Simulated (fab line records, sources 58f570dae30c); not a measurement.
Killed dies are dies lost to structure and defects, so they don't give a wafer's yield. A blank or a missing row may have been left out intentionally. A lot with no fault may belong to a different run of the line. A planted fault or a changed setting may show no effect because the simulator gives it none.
What tool caused it?    flow berkeleyCmos170    7 lots with 21 wafers sampled at 2 steps, on a route of 331 steps

WHAT THE GAUGES READ, wafer by wafer
UCB170_NLDD_TW_MEAS_11.
lot   measured      on            NLDD_TW
L596  day 7 14:23   filmMetro-03  2211 2223 2218
L601  day 9 06:34   filmMetro-01  2217 2209 2212
L608  day 10 12:52  filmMetro-04  2269 2254 2265
L609  day 11 03:38  filmMetro-04  2263 2254 2259
L611  day 11 03:34  filmMetro-03  2224 2238 2233
L615  day 12 11:55  filmMetro-03  2224 2220 2234
L617  day 13 09:37  filmMetro-04  2251 2235 2249

TOOL THAT RAN EACH LOT (tool first, then ch and the chambers of the sampled wafers, then the start)
lot   UCB170_NLDD_IMPLANT_08
L596  implanter-02 ch 0, day 7 13:59
L601  implanter-02 ch 0, day 9 06:11
L608  implanter-04 ch 0, day 10 12:28
L609  implanter-01 ch 0, day 11 03:14
L611  implanter-04 ch 0, day 11 03:10
L615  implanter-04 ch 0, day 12 11:33
L617  implanter-01 ch 0, day 13 09:13
- UCB170_NLDD_IMPLANT_08

THE ANSWER, worked out from the rows above alone
Rule: the usual values come from the lots themselves. The widest of any qualifying gaps counts: lots, ordered by their means at a reading, are off when they make up no more than a third of the lots, leave a main group of 4 or more, and stand apart from it by 3 or more times the standard deviation of that group's means. If all means in a main group match to the digits the tables above print for the reading, that group is not used. A lot without any number at a reading at which 4 lots or more have one is off too. All remaining lots with rows at the step are treated as sound.
Nothing can be told from this: no lot is off at any reading shown.

WHAT THE SIMULATOR HAD INSERTED
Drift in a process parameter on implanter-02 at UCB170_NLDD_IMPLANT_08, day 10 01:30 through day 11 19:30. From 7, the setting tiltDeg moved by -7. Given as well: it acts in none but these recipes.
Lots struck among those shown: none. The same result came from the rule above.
